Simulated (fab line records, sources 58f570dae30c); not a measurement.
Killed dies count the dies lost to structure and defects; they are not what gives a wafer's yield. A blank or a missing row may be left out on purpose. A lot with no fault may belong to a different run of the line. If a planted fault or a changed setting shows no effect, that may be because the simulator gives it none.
Problem report in the 8D (eight disciplines) form, filled by code    flow berkeleyCmos170    the parts of the form that need people (team, actions taken, sign-off) are left out

## 1. THE PROBLEM
Wafers free of any fault read 1033 ohm/sq (standard deviation 3.3) for PLDD_RS at UCB170_SDANNEAL_RS_MEAS_04, against a mean of 1201 ohm/sq on 6 wafers of 2 lots. Measured from the usual mean, that is +51 standard deviations.
The step: measures by four-point-probe.
First observed at day 9 18:56: wafer L223.2, on filmMetro-04. The record holds 36 wafers of 12 lots with a number at this step. By rule, "out" or "out of limits" means more than 4 standard deviations away from the usual mean. Any other wafer with a number is counted as sound.

## 2. WHAT IT IS AND WHAT IT IS NOT
question                     is                          is not
which readings at this step  PLDD_RS                     -
which lots                   L222, L223                  L214, L215, L216, L217, L218, L219, L220, L221, L234, L235
which wafers of those lots   all that have a number      -
read on which gauges         filmMetro-01, filmMetro-04  filmMetro-03
when                         from day 9 18:56            up to then (24 sound wafers); but 6 sound wafers of L234, L235 came after

## 3. SUSPECTS, AND WHAT RULES EACH OUT
Counting: a tool at a process step up to the reading stays a suspect if it ran every lot that is out and no sound lot after the first of them.
- the gauge at UCB170_SDANNEAL_RS_MEAS_04 is ruled out. Those wafers that are out were read across 2 gauges (filmMetro-01, filmMetro-04).
- plasmaAsher-02 at UCB170_ZERO_STRIP_07 (strips in O2): ruled out as a lasting fault. The sound lots L234 went through it after L222, its earliest lot that is out (day 3 13:13).
- furnace-01 at UCB170_SPACER_ANNEAL_02 (time 1800 s): kept. Every lot that is out went through it, starting with L222 (day 9 12:23), and after that it ran no sound lot; the last sound lot it ran before then is L220 (day 9 03:32). Out on those wafers are its own readings of spikeTcCentreC, spikeTcLoadC, spikeTcSourceC, tubeCenterTempC, tube_center_temp_C_max.
Remaining after the count: furnace-01 at UCB170_SPACER_ANNEAL_02.

## 4. THE CAUSE (what the simulator had put in)
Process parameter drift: furnace-01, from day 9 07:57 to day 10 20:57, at UCB170_SPACER_ANNEAL_02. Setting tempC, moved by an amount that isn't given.
This tool alone remained once counting was done.

## 5. SEQUENCE OF EFFECTS, ordered by route
Rows list readings where the struck wafers' mean (over those with a number) sits beyond 3 standard deviations from the usual. Scope: only readings with a usual standard deviation given in the record; hours: median across lots of the time from each lot's start at the first step in this table that gives one to its start at this step; sigmas: change in usual standard deviations.
hours  step                        reading                 usual        on struck wafers  change  sigmas
0      UCB170_SPACER_ANNEAL_02     spikeTcCentreC          902.0 C      864.0             -38.0   -35
0      UCB170_SPACER_ANNEAL_02     spikeTcLoadC            923.0 C      886.3             -36.7   -28
0      UCB170_SPACER_ANNEAL_02     spikeTcSourceC          925 C        891               -34     -9.4
0      UCB170_SPACER_ANNEAL_02     tubeCenterTempC         899.99 C     862.67            -37.32  -99 or more
0      UCB170_SPACER_ANNEAL_02     tube_center_temp_C_max  902.3        865.0             -37.3   -99 or more
7      UCB170_SDANNEAL_RS_MEAS_04  PLDD_RS                 1033 ohm/sq  1201              +168    +51
Its process steps:
- UCB170_SPACER_ANNEAL_02: time 1800 s.
Later steps that measure or inspect, where all struck wafers having a row at the step show a number for every such reading and not one has moved that far: UCB170_SDANNEAL_RS_MEAS_05, UCB170_CONTACT_THK_MEAS_02.

## 6. WHAT WOULD HAVE CAUGHT IT SOONER
In this record the first reading out of limits at a measuring or inspecting step was taken at day 9 18:56, 11 hours after the fault began at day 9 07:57.
Tool's own readings at UCB170_SPACER_ANNEAL_02, spikeTcCentreC, spikeTcLoadC, spikeTcSourceC, tubeCenterTempC, tube_center_temp_C_max: out on all struck wafers the step has rows for; an alarm limit on them would have tripped on the first.
By day 9 18:56, every lot that is out (2) had started UCB170_SPACER_ANNEAL_02 on furnace-01. Tool hold at that time: it would have spared none of them.
